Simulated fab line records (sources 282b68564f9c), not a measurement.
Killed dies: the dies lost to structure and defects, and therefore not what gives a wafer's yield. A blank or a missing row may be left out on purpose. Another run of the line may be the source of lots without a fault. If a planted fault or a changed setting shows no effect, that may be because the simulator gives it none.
A struck lot beside a sound one + flow ritCmos + 17 steps out of a route of 202
Sound: these wafers, L882.2, L882.3, L882.5. Wafers L868.2, L868.4, L868.5 were the ones struck. The cause comes at the end.
Each step with rows lists, per side, the tool, then ch with its chambers, then its first start. Under that, the readings that differ: sound wafers + struck wafers + difference of the means + sigmas: that difference in standard deviations of wafers without a fault.
alike: readings with means less than 2 such deviations apart, plus words and numbers identical on both sides. not compared: withheld readings, readings lacking a value on some wafer, bounds such as >300 that could conceal the same value, and numbers that have no deviation in the record and whose values overlap.
Wherever a step has rows on one side only, a row that says differs or no value, or a row with sigmas, the two part there. Numbers that have no deviation but don't overlap get no sigmas and don't part them. A reading that every wafer of one side lacks parts them only if that side has two wafers or more.

first, 1 step without rows for these wafers: RIT_PRETRO_DEVELOP_05 (develop time 68 s).
RIT_PRETRO_OVL_MEAS_06:
  sound: overlay-02 at day 6 12:04; struck: overlay-02 at day 3 14:28
  alike: PRETRO_OVL
then, 2 steps without rows for these wafers: RIT_PRETRO_HARDBAKE_07 (time 120 s); RIT_PRETRO_IMPLANT_08.
RIT_PRETRO_STRIP_09: strips in O2, time 180 s.
  sound on plasmaAsher-04 ch 0,1, day 6 12:30; struck on plasmaAsher-02 ch 0,1, day 3 14:54
  alike: drypumpMotorCurrentA
  not compared: rfHoursCounterH
RIT_PRETRO_TW_MEAS_10:
  sound: filmMetro-02 at day 6 12:41; struck: filmMetro-01 at day 3 15:05
  alike: PRETRO_TW
then, 5 steps without rows for these wafers: RIT_GATE_WET_ETCH_00 (etches SiO2 in BOE, target depth 56 nm, time 60 s); RIT_GATE_CLEAN_01 (cleans in SC1, time 600 s); RIT_GATE_CLEAN_02 (cleans in dHF, time 30 s); RIT_GATE_CLEAN_03 (cleans in SC2, time 600 s); RIT_GATE_CLEAN_04 (cleans in dHF, time 60 s).
RIT_FOX2_THK_MEAS_91:
  sound: filmMetro-02 at day 6 13:12; struck: filmMetro-01 at day 3 15:34
  alike: FIELD_OXIDE_LEFT_2_THK
RIT_GATE_OXIDATION_05: target thk 3 nm, ox time 270 s.
  sound on furnace-03 ch 0, day 6 14:22; struck on furnace-04 ch 0, day 3 18:10
then, 1 step without rows for these wafers: RIT_GATE_ANNEAL_06 (time 600 s).
RIT_GATE_THK_MEAS_07:
  sound: filmMetro-02 at day 6 17:38; struck: filmMetro-03 at day 3 21:13
| reading             | sound          | struck         | difference | sigmas |
|---------------------|----------------|----------------|------------|--------|
| GATE_OXIDE_THK (nm) | 2.98 2.95 2.95 | 4.87 4.85 4.89 | +1.91      | +35    |
then, 1 step without rows for these wafers: RIT_GATE_CVD_08 (deposits poly-Si from SiH4, target thk 250 nm, time 2220 s).
RIT_M1_PROBE_99:
  sound: prober-01 at day 7 18:02; struck: prober-01 at day 4 22:48
  alike: killedAtContacts, killedAtFrontEnd, killedDies, killedOpen, killedShort

WHERE THEY PART
Only at RIT_GATE_THK_MEAS_07, within this record. Later steps at which nothing parts them and some readings are alike: RIT_M1_PROBE_99.

WHY: the cause the simulator had injected
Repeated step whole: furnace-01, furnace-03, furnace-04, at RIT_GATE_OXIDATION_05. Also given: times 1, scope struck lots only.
